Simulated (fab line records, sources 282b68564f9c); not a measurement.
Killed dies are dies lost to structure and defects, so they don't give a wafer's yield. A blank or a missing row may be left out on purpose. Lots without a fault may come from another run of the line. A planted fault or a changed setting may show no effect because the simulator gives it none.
fab line records | flow rit_cmos
record lots=5 wafers=15 last_day=7
route steps=202 shown CONTACT@170 M1@184
lots that met no fault: from a run of the same line without faults
start_h: hours from the record's first day to the start of the lot's first wafer shown | wait_h: hours since the lot's step before | " the same as in the row above | L1.1+2: a row that stands for several wafers | - no value, or no start given | * or withheld: withheld | < > ~ a bound
route shown NAME@n: a module of which the file shows steps, and the number in the route of the first | usual: mean/standard deviation of fault-free wafers | same: alike in all rows | chamber/n: place in a boat | sites: the reading at each site | _std_site: their standard deviation | _edge_site: outer sites' mean less inner sites' | radius_mm: how far each site lies from the wafer's centre | mask NAME#n: copy n | behind: the tool/chamber that last shaped the wafer | hold: why the lot was held/for how many hours/how that ended | device: the transistor (n, p or np) that didn't switch | end of line: the same wafers' tests at the end of the route | a step without rows: its recipe alone | killed: dies lost to structure and defects at the first sort, not the wafer's yield | map: a wafer's dies, x killed, . not, _ none there
set.NAME: the setting as run; set.NAME@STEP: as run at that earlier step | model.NAME: the simulator's own value behind a step, which no gauge read
lots at some steps of the route; a table a step, a row a wafer
services: from which hour (start_h, from the record's first day; less than 0 if before it) a tool's chamber was out of use, for how many hours, and why
## steps
# step RIT_CONTACT_HMDS_02
# recipe prime_time_s=60 prime_temp_c=140
# usual exhaust_pa=45.0/0.85
# columns lot.wafer tool chamber start_h wait_h exhaust_pa
L075.1 litho_track-01 0 73.54 0.1 43.8
L075.3 " 0 " " 44.3
L075.5 " 0 " " 44.7
L085.1 litho_track-03 0 112.08 0.1 44.9
L085.4 " 0 " " 45.6
L085.5 " 0 " " 45.3
L092.1 litho_track-03 0 142.41 0.1 44.9
L092.2 " 0 " " 44.2
L092.5 " 0 " " 44.5
L096.1 litho_track-04 0 166.20 0.1 43.9
L096.2 " 0 " " 43.6
L096.3 " 0 " " 44.0
L097.2 litho_track-01 0 169.97 0.1 45.7
L097.3 " 0 " " 44.3
L097.4 " 0 " " 44.9
# step RIT_CONTACT_COAT_03
# recipe resist=NOVOLAK spin_rpm=3250 resist_thk_nm=1000
# usual exhaust_pa=45.1/0.85
# columns lot.wafer tool chamber start_h wait_h exhaust_pa
L075.1 litho_track-01 0 73.69 0.1 45.1
L075.3 " 0 " " 44.7
L075.5 " 0 " " 44.2
L085.1 litho_track-03 0 112.23 0.1 44.7
L085.4 " 0 " " 44.3
L085.5 " 0 " " 43.3
L092.1 litho_track-03 0 142.56 0.1 44.9
L092.2 " 0 " " 44.9
L092.5 " 0 " " 45.1
L096.1 litho_track-04 0 166.35 0.1 46.4
L096.2 " 0 " " 45.9
L096.3 " 0 " " 45.1
L097.2 litho_track-01 0 170.12 0.1 44.8
L097.3 " 0 " " 44.8
L097.4 " 0 " " 45.2
# step RIT_CONTACT_SOFTBAKE_04
# recipe resist=NOVOLAK temp_c=90 time_s=60
# usual exhaust_pa=44.8/0.77
# columns lot.wafer tool chamber start_h wait_h exhaust_pa
L075.1 litho_track-01 0 73.84 0.1 45.0
L075.3 " 0 " " 45.1
L075.5 " 0 " " 45.1
L085.1 litho_track-03 0 112.38 0.1 45.5
L085.4 " 0 " " 45.3
L085.5 " 0 " " 44.6
L092.1 litho_track-03 0 142.71 0.1 44.6
L092.2 " 0 " " 45.0
L092.5 " 0 " " 44.7
L096.1 litho_track-04 0 166.50 0.1 43.2
L096.2 " 0 " " 44.9
L096.3 " 0 " " 44.7
L097.2 litho_track-01 0 170.27 0.1 44.3
L097.3 " 0 " " 44.0
L097.4 " 0 " " 44.9
# step RIT_CONTACT_EXPOSE_05
# recipe mask_id=M11 na=0.6 source_shape=conventional sigma_outer=0.5 target_cd_nm=1000 dose_mj=250
# columns lot.wafer tool chamber start_h wait_h mask
L075.1+3+5 iline_stepper-02 0 73.99 0.1 M11#0
L085.1+4+5 iline_stepper-02 0 112.66 0.2 M11#0
L092.1+2+5 iline_stepper-02 0 142.98 0.2 M11#0
L096.1+2+3 iline_stepper-02 0 166.65 0.1 M11#0
L097.2+3+4 iline_stepper-02 0 170.41 0.1 M11#0
# step RIT_CONTACT_PEB_06
# recipe resist=NOVOLAK temp_c=withheld time_s=withheld
# usual exhaust_pa=44.7/0.85
# columns lot.wafer tool chamber start_h wait_h exhaust_pa
L075.1 litho_track-01 0 74.10 0.1 46.0
L075.3 " 0 " " 44.9
L075.5 " 0 " " 44.9
L085.1 litho_track-04 0 113.06 0.4 44.2
L085.4 " 0 " " 45.0
L085.5 " 0 " " 43.6
L092.1 litho_track-04 0 143.10 0.1 44.4
L092.2 " 0 " " 43.5
L092.5 " 0 " " 44.3
L096.1 litho_track-01 0 166.77 0.1 44.6
L096.2 " 0 " " 45.0
L096.3 " 0 " " 44.6
L097.2 litho_track-01 0 170.54 0.1 43.9
L097.3 " 0 " " 43.1
L097.4 " 0 " " 43.7
# step RIT_CONTACT_DEVELOP_07
# recipe resist=NOVOLAK develop_time_s=120 dev_temp_c=23
# usual exhaust_pa=45.0/0.9
# same develop_time_s=120
# columns lot.wafer tool chamber start_h wait_h exhaust_pa
L075.1 litho_track-01 0 - - 45.9
L075.3 " 0 " " 44.5
L075.5 " 0 " " 44.3
L085.1 litho_track-04 0 - - 44.3
L085.4 " 0 " " 44.0
L085.5 " 0 " " 43.5
L092.1 litho_track-04 0 - - 45.0
L092.2 " 0 " " 44.4
L092.5 " 0 " " 45.7
L096.1 litho_track-01 0 - - 46.3
L096.2 " 0 " " 43.3
L096.3 " 0 " " 46.0
L097.2 litho_track-01 0 - - 45.3
L097.3 " 0 " " 46.4
L097.4 " 0 " " 47.0
# step RIT_CONTACT_CD_MEAS_08
# recipe target_cd_nm=1000
# usual cd_nm=1000.2/2.4
# columns lot.wafer tool chamber start_h wait_h cd_nm
L075.1 cd_sem-01 - 74.50 - 1000.8
L075.3 " - " " 1000.9
L075.5 " - " " 1001.8
L085.1 cd_sem-01 - 113.46 - 1000.3
L085.4 " - " " 999.5
L085.5 " - " " 1000.1
L092.1 cd_sem-01 - 143.50 - 1000.3
L092.2 " - " " 1000.0
L092.5 " - " " 997.8
L096.1 cd_sem-01 - 167.17 - 995.4
L096.2 " - " " 994.8
L096.3 " - " " 998.8
L097.2 cd_sem-01 - 170.93 - 1001.7
L097.3 " - " " 1000.4
L097.4 " - " " 1000.0
# step RIT_CONTACT_OVL_MEAS_09
# usual CONTACT_OVL=-0.9/1.5
# columns lot.wafer tool chamber start_h wait_h CONTACT_OVL[nm]
L075.1 overlay-01 - 74.62 0.1 0.5
L075.3 " - " " -0.1
L075.5 " - " " 1.4
L085.1 overlay-01 - 113.58 0.1 -2.6
L085.4 " - " " -1.7
L085.5 " - " " -1.0
L092.1 overlay-02 - 143.62 0.1 -0.3
L092.2 " - " " -2.0
L092.5 " - " " -1.2
L096.1 overlay-02 - 167.29 0.1 -2.4
L096.2 " - " " -2.0
L096.3 " - " " -1.3
L097.2 overlay-01 - 171.04 0.1 -2.6
L097.3 " - " " -1.3
L097.4 " - " " -2.1
# step RIT_CONTACT_HARDBAKE_10
# recipe resist=NOVOLAK temp_c=140 time_s=60
# usual exhaust_pa=45.0/0.87
# columns lot.wafer tool chamber start_h wait_h exhaust_pa
L075.1 litho_track-04 0 74.71 0.1 44.8
L075.3 " 0 " " 46.4
L075.5 " 0 " " 44.5
L085.1 litho_track-03 0 113.61 0.0 44.7
L085.4 " 0 " " 45.6
L085.5 " 0 " " 45.9
L092.1 litho_track-04 0 143.66 0.0 44.1
L092.2 " 0 " " 45.5
L092.5 " 0 " " 44.1
L096.1 litho_track-03 0 167.32 0.0 45.0
L096.2 " 0 " " 45.1
L096.3 " 0 " " 45.1
L097.2 litho_track-04 0 171.09 0.0 45.8
L097.3 " 0 " " 44.2
L097.4 " 0 " " 44.5
# step RIT_CONTACT_ETCH_11
# recipe target_depth_a=4800 over_etch_frac=0.2 stop_on=TiSi2 chemistry=CHF3/CF4/Ar target=SiO2 CHF3_flow_sccm=50 cf4_flow_sccm=10 Ar_flow_sccm=100 O2_flow_sccm=5 pressure_mtorr=100 rf_w=200 time_s=320
# usual drypump_motor_current_A=5.9/0.42 oes_product_au=1.001/0.014 throttle_valve_pct=8.88/0.09
# columns lot.wafer tool chamber start_h wait_h drypump_motor_current_A oes_product_au rf_hours_counter_h throttle_valve_pct
L075.1 rie_diel-01 3 74.86 0.1 6.3 0.983 127 8.86
L075.3 " 2 " " 6.1 1.025 3 9.07
L075.5 " 2 " " 6.1 1.028 - 9.06
L085.1 rie_diel-04 2 113.76 0.1 5.4 0.978 146 8.84
L085.4 " 1 " " 6.6 1.000 41 8.84
L085.5 " 0 " " 5.7 1.015 - 8.77
L092.1 rie_diel-01 3 143.81 0.1 6.4 0.983 128 8.86
L092.2 " 1 " " 5.6 1.015 0 8.82
L092.5 " 0 " " 5.7 1.007 - 8.88
L096.1 rie_diel-04 3 167.47 0.1 5.9 1.001 145 8.86
L096.2 " 0 " " 5.7 1.009 5 8.77
L096.3 " 1 " " 6.6 0.988 42 8.84
L097.2 rie_diel-01 3 171.22 0.1 6.4 0.987 129 8.86
L097.3 " 0 " " 5.7 1.000 17 8.88
L097.4 " 2 " " 6.1 1.028 5 9.06
# step RIT_CONTACT_STRIP_12
# recipe chemistry=O2 time_s=180 resist=NOVOLAK platen_temp_c=withheld power_w=500 pressure_mtorr=4000 o2_flow_sccm=4000
# usual drypump_motor_current_A=6.0/0.39 rf_refl_power_W=7.0/2
# columns lot.wafer tool chamber start_h wait_h drypump_motor_current_A rf_hours_counter_h rf_refl_power_W
L075.1 plasma_asher-02 1 75.06 0.1 5.7 29 5.1
L075.3 " 1 " " 5.7 - 5.1
L075.5 " 0 " " 6.3 - 9.2
L085.1 plasma_asher-02 1 113.96 0.1 5.6 35 5.1
L085.4 " 0 " " 6.3 - 8.7
L085.5 " 0 " " 6.3 - 8.3
L092.1 plasma_asher-01 0 144.00 0.1 5.6 2 4.3
L092.2 " 1 " " 5.7 2 7.4
L092.5 " 1 " " 5.7 - 7.6
L096.1 plasma_asher-02 1 167.67 0.1 5.7 41 5.1
L096.2 " 0 " " 6.3 41 8.7
L096.3 " 1 " " 5.7 - 5.2
L097.2 plasma_asher-04 1 171.41 0.1 6.6 54 10.3
L097.3 " 0 " " 5.7 - 6.0
L097.4 " 1 " " 6.7 - 9.8
# step RIT_CONTACT_CD_MEAS_90
# recipe target_cd_nm=1000
# usual cd_nm=1000.3/2.4
# columns lot.wafer tool chamber start_h wait_h cd_nm
L075.1 cd_sem-01 - 75.23 0.1 1001.8
L075.3 " - " " 1000.8
L075.5 " - " " 1002.2
L085.1 cd_sem-01 - 114.13 0.1 1000.3
L085.4 " - " " 999.5
L085.5 " - " " 1000.5
L092.1 cd_sem-02 - 144.17 0.1 1000.7
L092.2 " - " " 1000.0
L092.5 " - " " 997.9
L096.1 cd_sem-01 - 167.84 0.1 995.5
L096.2 " - " " 994.9
L096.3 " - " " 998.6
L097.2 cd_sem-02 - 171.61 0.1 1001.9
L097.3 " - " " 1000.3
L097.4 " - " " 1000.0
# step RIT_CONTACT_CLEAN_13
# recipe chemistry=SC1 mix=3:3:50 time_s=600 temp_c=75
# columns lot.wafer tool chamber start_h wait_h
L075.1+3+5 wet_bench-04 0 75.35 0.1
L085.1+4+5 wet_bench-01 1 114.25 0.1
L092.1+2+5 wet_bench-04 1 144.29 0.1
L096.1+2+3 wet_bench-01 1 167.96 0.1
L097.2+3+4 wet_bench-02 2 171.71 0.1
# step RIT_CONTACT_CLEAN_14
# recipe chemistry=SC2 mix=3:3:50 time_s=600 temp_c=75 dry=n2_spin
# columns lot.wafer tool chamber start_h wait_h
L075.1+3+5 wet_bench-01 0 76.12 0.0
L085.1+4+5 wet_bench-04 0 114.43 0.0
L092.1+2+5 wet_bench-01 0 144.47 0.0
L096.1+2+3 wet_bench-04 1 168.31 0.0
L097.2+3+4 wet_bench-04 3 171.88 0.0
# step RIT_M1_SPUTTER_00
# recipe material=Al target_thk_nm=400 power_w=2000 chamber_pressure_pa=0.4 gas=Ar time_s=500 substrate_temp_c=25
# usual throttle_valve_pct=30.0/0.82
# columns lot.wafer tool chamber start_h wait_h throttle_valve_pct
L075.1 pvd_sputter-03 - 76.29 0.0 28.7
L075.3 " - " " 30.2
L075.5 " - " " 30.2
L085.1 pvd_sputter-02 - 114.62 0.0 29.1
L085.4 " - " " 30.4
L085.5 " - " " 30.3
L092.1 pvd_sputter-02 - 144.64 0.0 30.5
L092.2 " - " " 30.2
L092.5 " - " " 29.0
L096.1 pvd_sputter-02 - 168.49 0.0 29.0
L096.2 " - " " 30.0
L096.3 " - " " 30.2
L097.2 pvd_sputter-03 - 172.06 0.0 29.8
L097.3 " - " " 30.5
L097.4 " - " " 28.8
# step RIT_M1_RS_MEAS_01
# recipe thk_meas_gauge=four-point-probe reads=Al_of_M1_SPUTTER_00
# usual M1_AL_RS=0.0736/0.00073
# columns lot.wafer tool chamber start_h wait_h M1_AL_RS[ohm/sq]
L075.1 film_metro-03 - 76.59 0.1 0.0739
L075.3 " - " " 0.0739
L075.5 " - " " 0.0740
L085.1 film_metro-01 - 114.91 0.1 0.0740
L085.4 " - " " 0.0740
L085.5 " - " " 0.0733
L092.1 film_metro-01 - 144.94 0.1 0.0740
L092.2 " - " " 0.0734
L092.5 " - " " 0.0743
L096.1 film_metro-03 - 168.78 0.1 0.0737
L096.2 " - " " 0.0727
L096.3 " - " " 0.0737
L097.2 film_metro-01 - 172.37 0.2 0.0742
L097.3 " - " " 0.0737
L097.4 " - " " 0.0736
# step RIT_M1_THK_MEAS_02
# recipe thk_meas_gauge=xrf reads=Al_of_M1_SPUTTER_00
# usual M1_AL_THK=401/4.3
# columns lot.wafer tool chamber start_h wait_h M1_AL_THK[nm]
L075.1 film_metro-03 - 76.71 0.1 401
L075.3 " - " " 399
L075.5 " - " " 398
L085.1 film_metro-01 - 115.03 0.1 398
L085.4 " - " " 397
L085.5 " - " " 402
L092.1 film_metro-01 - 145.06 0.1 397
L092.2 " - " " 399
L092.5 " - " " 393
L096.1 film_metro-03 - 168.90 0.1 398
L096.2 " - " " 405
L096.3 " - " " 400
L097.2 film_metro-01 - 172.48 0.1 395
L097.3 " - " " 397
L097.4 " - " " 400
# step RIT_M1_HMDS_03
# recipe prime_time_s=60 prime_temp_c=140
# usual exhaust_pa=45.1/0.95
# columns lot.wafer tool chamber start_h wait_h exhaust_pa
L075.1 litho_track-02 0 76.77 0.1 46.4
L075.3 " 0 " " 45.0
L075.5 " 0 " " 45.5
L085.1 litho_track-04 0 115.09 0.1 44.3
L085.4 " 0 " " 45.5
L085.5 " 0 " " 44.0
L092.1 litho_track-04 0 145.12 0.1 45.7
L092.2 " 0 " " 46.5
L092.5 " 0 " " 44.7
L096.1 litho_track-04 0 168.97 0.1 46.5
L096.2 " 0 " " 45.7
L096.3 " 0 " " 43.9
L097.2 litho_track-02 0 172.56 0.1 46.5
L097.3 " 0 " " 45.0
L097.4 " 0 " " 45.7
# step RIT_M1_COAT_04
# recipe resist=NOVOLAK spin_rpm=2000 resist_thk_nm=1300
# usual exhaust_pa=44.9/0.89
# columns lot.wafer tool chamber start_h wait_h exhaust_pa
L075.1 litho_track-02 0 76.92 0.1 43.8
L075.3 " 0 " " 42.8
L075.5 " 0 " " 43.9
L085.1 litho_track-04 0 115.24 0.1 44.4
L085.4 " 0 " " 45.3
L085.5 " 0 " " 44.9
L092.1 litho_track-04 0 145.27 0.1 45.2
L092.2 " 0 " " 44.3
L092.5 " 0 " " 45.2
L096.1 litho_track-04 0 169.12 0.1 44.9
L096.2 " 0 " " 43.1
L096.3 " 0 " " 44.0
L097.2 litho_track-02 0 172.71 0.1 44.0
L097.3 " 0 " " 44.8
L097.4 " 0 " " 44.0
# step RIT_M1_SOFTBAKE_05
# recipe resist=NOVOLAK temp_c=90 time_s=60
# usual exhaust_pa=45.0/0.85
# columns lot.wafer tool chamber start_h wait_h exhaust_pa
L075.1 litho_track-02 0 77.07 0.1 45.2
L075.3 " 0 " " 44.9
L075.5 " 0 " " 45.0
L085.1 litho_track-04 0 115.39 0.1 45.7
L085.4 " 0 " " 46.0
L085.5 " 0 " " 45.7
L092.1 litho_track-04 0 145.42 0.1 46.2
L092.2 " 0 " " 46.4
L092.5 " 0 " " 46.6
L096.1 litho_track-04 0 169.27 0.1 44.7
L096.2 " 0 " " 45.0
L096.3 " 0 " " 43.9
L097.2 litho_track-02 0 172.86 0.1 44.4
L097.3 " 0 " " 44.1
L097.4 " 0 " " 43.9
# step RIT_M1_EXPOSE_06
# recipe mask_id=M12 na=0.6 source_shape=conventional sigma_outer=0.5 target_cd_nm=2600 dose_mj=250
# columns lot.wafer tool chamber start_h wait_h mask
L075.1+3+5 iline_stepper-02 0 77.34 0.2 M12#0
L085.1+4+5 iline_stepper-02 0 115.54 0.1 M12#0
L092.1+2+5 iline_stepper-01 0 145.57 0.1 M12#0
L096.1+2+3 iline_stepper-01 0 171.14 1.9 M12#0
L097.2+3+4 iline_stepper-01 0 173.00 0.1 M12#0
# step RIT_M1_PEB_07
# recipe resist=NOVOLAK temp_c=withheld time_s=withheld
# usual exhaust_pa=44.7/0.88
# columns lot.wafer tool chamber start_h wait_h exhaust_pa
L075.1 litho_track-04 0 77.46 0.1 46.1
L075.3 " 0 " " 46.6
L075.5 " 0 " " 46.1
L085.1 litho_track-01 0 115.66 0.1 43.4
L085.4 " 0 " " 43.8
L085.5 " 0 " " 44.9
L092.1 litho_track-04 0 145.69 0.1 46.8
L092.2 " 0 " " 45.8
L092.5 " 0 " " 45.2
L096.1 litho_track-04 0 171.26 0.1 44.6
L096.2 " 0 " " 44.7
L096.3 " 0 " " 44.4
L097.2 litho_track-02 0 173.12 0.1 45.7
L097.3 " 0 " " 45.6
L097.4 " 0 " " 47.2
# step RIT_M1_DEVELOP_08
# recipe resist=NOVOLAK develop_time_s=68 dev_temp_c=23
# usual exhaust_pa=45.0/0.93
# same develop_time_s=68
# columns lot.wafer tool chamber start_h wait_h exhaust_pa
L075.1 litho_track-04 0 - - 43.1
L075.3 " 0 " " 45.3
L075.5 " 0 " " 44.4
L085.1 litho_track-01 0 - - 46.1
L085.4 " 0 " " 45.9
L085.5 " 0 " " 46.4
L092.1 litho_track-04 0 - - 44.7
L092.2 " 0 " " 44.3
L092.5 " 0 " " 44.9
L096.1 litho_track-04 0 - - 44.8
L096.2 " 0 " " 46.0
L096.3 " 0 " " 45.1
L097.2 litho_track-02 0 - - 45.3
L097.3 " 0 " " 44.7
L097.4 " 0 " " 45.7
# step RIT_M1_CD_MEAS_09
# recipe target_cd_nm=2600
# usual cd_nm=2599.4/1.9
# columns lot.wafer tool chamber start_h wait_h cd_nm
L075.1 cd_sem-01 - 77.77 - 2601.0
L075.3 " - " " 2599.7
L075.5 " - " " 2598.1
L085.1 cd_sem-02 - 115.97 - 2599.0
L085.4 " - " " 2598.9
L085.5 " - " " 2600.4
L092.1 cd_sem-01 - 146.00 - 2599.4
L092.2 " - " " 2603.3
L092.5 " - " " 2599.8
L096.1 cd_sem-01 - 171.57 - 2601.5
L096.2 " - " " 2600.5
L096.3 " - " " 2601.1
L097.2 cd_sem-01 - 173.43 - 2602.7
L097.3 " - " " 2603.6
L097.4 " - " " 2604.5
# step RIT_M1_OVL_MEAS_10
# usual M1_OVL=-0.5/1.3
# columns lot.wafer tool chamber start_h wait_h M1_OVL[nm]
L075.1 overlay-01 - 77.89 0.1 -0.1
L075.3 " - " " -0.6
L075.5 " - " " -1.2
L085.1 overlay-02 - 116.09 0.1 -0.4
L085.4 " - " " -0.1
L085.5 " - " " -0.6
L092.1 overlay-02 - 146.12 0.1 -4.0
L092.2 " - " " -1.3
L092.5 " - " " -2.8
L096.1 overlay-01 - 171.69 0.1 1.0
L096.2 " - " " -0.8
L096.3 " - " " 1.4
L097.2 overlay-01 - 173.54 0.1 -1.4
L097.3 " - " " -1.1
L097.4 " - " " -1.7
# step RIT_M1_HARDBAKE_11
# recipe resist=NOVOLAK temp_c=140 time_s=120
# usual exhaust_pa=45.0/0.76
# columns lot.wafer tool chamber start_h wait_h exhaust_pa
L075.1 litho_track-04 0 77.93 0.0 45.3
L075.3 " 0 " " 44.4
L075.5 " 0 " " 45.6
L085.1 litho_track-01 0 116.13 0.0 44.8
L085.4 " 0 " " 44.1
L085.5 " 0 " " 45.4
L092.1 litho_track-01 0 146.15 0.0 45.6
L092.2 " 0 " " 46.7
L092.5 " 0 " " 46.1
L096.1 litho_track-04 0 171.73 0.0 45.6
L096.2 " 0 " " 46.4
L096.3 " 0 " " 45.7
L097.2 litho_track-04 0 173.61 0.1 45.3
L097.3 " 0 " " 44.6
L097.4 " 0 " " 44.9
# step RIT_M1_METAL_ETCH_12
# recipe stop_on=SiO2 chemistry=Cl2/BCl3 target=Al time_s=165 over_etch_frac=0.5 pressure_mtorr=100 target_depth_a=6000 rf_w=250 Cl2_flow_sccm=60 bcl3_flow_sccm=50
# usual drypump_motor_current_A=5.6/0.49 oes_product_au=0.768/0.012 throttle_valve_pct=8.22/0.12
# columns lot.wafer tool chamber start_h wait_h drypump_motor_current_A oes_product_au rf_hours_counter_h throttle_valve_pct
L075.1 rie_metal-02 1 78.18 0.2 6.4 0.775 35 8.46
L075.3 " 0 " " 5.6 0.762 - 8.23
L075.5 " 1 " " 6.4 0.770 - 8.45
L085.1 rie_metal-01 1 116.38 0.2 6.1 0.754 4 8.34
L085.4 " 0 " " 4.9 0.758 - 8.08
L085.5 " 1 " " 6.1 0.767 - 8.34
L092.1 rie_metal-01 1 146.40 0.2 6.1 0.748 5 8.34
L092.2 " 0 " " 4.9 0.752 6 8.09
L092.5 " 0 " " 4.9 0.749 - 8.08
L096.1 rie_metal-04 0 171.98 0.2 5.1 0.754 4 8.14
L096.2 " 1 " " 5.6 0.783 3 8.15
L096.3 " 1 " " 5.6 0.786 - 8.14
L097.2 rie_metal-02 0 173.82 0.2 5.7 0.763 0 8.23
L097.3 " 0 " " 5.6 0.766 - 8.22
L097.4 " 1 " " 6.4 0.804 - 8.45
# step RIT_M1_STRIP_13
# recipe chemistry=nmp resist=NOVOLAK temp_c=80 time_s=600 dry=n2_spin
# columns lot.wafer tool chamber start_h wait_h
L075.1+3+5 wet_bench-03 2 78.34 0.1
L085.1+4+5 wet_bench-02 3 116.54 0.1
L092.1+2+5 wet_bench-03 3 146.57 0.1
L096.1+2+3 wet_bench-02 2 172.14 0.1
L097.2+3+4 wet_bench-02 2 173.98 0.1
# step RIT_M1_STRIP_14
# recipe chemistry=O2 time_s=180 platen_temp_c=withheld power_w=500 pressure_mtorr=4000 o2_flow_sccm=4000
# usual drypump_motor_current_A=6.0/0.37 rf_refl_power_W=8.1/1.9
# columns lot.wafer tool chamber start_h wait_h drypump_motor_current_A rf_hours_counter_h rf_refl_power_W
L075.1 plasma_asher-03 1 78.51 0.0 6.0 41 8.9
L075.3 " 0 " " 5.7 - 9.4
L075.5 " 0 " " 5.7 - 9.9
L085.1 plasma_asher-03 0 116.72 0.0 5.7 47 9.6
L085.4 " 0 " " 5.7 - 9.4
L085.5 " 0 " " 5.7 - 9.2
L092.1 plasma_asher-02 0 146.74 0.0 6.3 39 8.9
L092.2 " 1 " " 5.7 39 5.2
L092.5 " 1 " " 5.7 - 4.9
L096.1 plasma_asher-02 1 172.32 0.0 5.7 41 4.8
L096.2 " 0 " " 6.4 41 9.0
L096.3 " 0 " " 6.3 - 9.1
L097.2 plasma_asher-04 1 174.16 0.0 6.6 54 9.9
L097.3 " 0 " " 5.7 - 5.9
L097.4 " 1 " " 6.6 - 9.8
# step RIT_M1_CD_MEAS_90
# recipe target_cd_nm=2600
# usual cd_nm=2599.6/2.2
# columns lot.wafer tool chamber start_h wait_h cd_nm
L075.1 cd_sem-02 - 78.69 0.1 2602.3
L075.3 " - " " 2600.2
L075.5 " - " " 2599.1
L085.1 cd_sem-01 - 116.89 0.1 2598.6
L085.4 " - " " 2597.8
L085.5 " - " " 2600.4
L092.1 cd_sem-02 - 146.92 0.1 2598.3
L092.2 " - " " 2603.4
L092.5 " - " " 2598.7
L096.1 cd_sem-02 - 172.49 0.1 2601.8
L096.2 " - " " 2601.2
L096.3 " - " " 2602.2
L097.2 cd_sem-02 - 174.35 0.1 2602.2
L097.3 " - " " 2603.2
L097.4 " - " " 2604.2
# step RIT_M1_ANNEAL_15
# recipe temp_c=450 time_s=1800 ambient=forming_gas_H2N2
# columns lot.wafer tool chamber start_h wait_h
L075.1+3+5 - - 79.12 0.4
L085.1+4+5 - - 117.01 0.1
L092.1+2+5 - - 147.65 0.7
L096.1+2+3 - - 172.61 0.1
L097.2+3+4 - - 174.69 0.3
# step RIT_M1_BOW_MEAS_16
# recipe mode=bow
# usual M1_BOW=17/6
# columns lot.wafer tool chamber start_h wait_h M1_BOW[um]
L075.1 film_metro-03 - 80.62 0.0 15
L075.3 " - " " 23
L075.5 " - " " 13
L085.1 film_metro-01 - 118.51 0.0 18
L085.4 " - " " 11
L085.5 " - " " 22
L092.1 film_metro-03 - 149.15 0.0 5
L092.2 " - " " 23
L092.5 " - " " 18
L096.1 film_metro-01 - 174.11 0.0 15
L096.2 " - " " 14
L096.3 " - " " 15
L097.2 film_metro-01 - 176.21 0.0 12
L097.3 " - " " 19
L097.4 " - " " 23
## services
# columns tool chamber start_h hours kind
rie_diel-04 0 54.08 5.1 repair
plasma_asher-04 - 57.13 14.6 pm
rie_metal-04 1 58.06 6.4 repair
rie_metal-02 1 61.91 12.4 repair
rie_metal-01 1 68.76 2.6 repair
furnace-01 - 72.48 2.4 pm
rie_diel-04 1 74.42 8.0 repair
wet_bench-02 - 76.46 38.1 pm
iline_stepper-02 - 80.05 1.9 repair
plasma_asher-01 - 80.55 13.0 repair
rie_metal-01 - 84.68 4.3 pm
rie_metal-01 - 91.54 2.8 pm
pvd_sputter-02 - 91.72 6.4 repair
wet_bench-03 - 103.50 1.9 pm
plasma_asher-01 - 108.75 9.0 pm
rie_diel-04 - 118.41 14.6 pm
furnace-03 - 124.34 15.8 pm
wet_bench-03 - 134.53 1.6 repair
rie_metal-02 - 136.12 20.0 pm
plasma_asher-03 - 145.20 0.4 repair
furnace-03 - 155.67 2.7 pm
plasma_asher-04 - 157.55 2.8 pm
rie_diel-01 - 162.41 0.7 repair
rie_diel-01 - 167.43 2.8 pm
## key
fault none
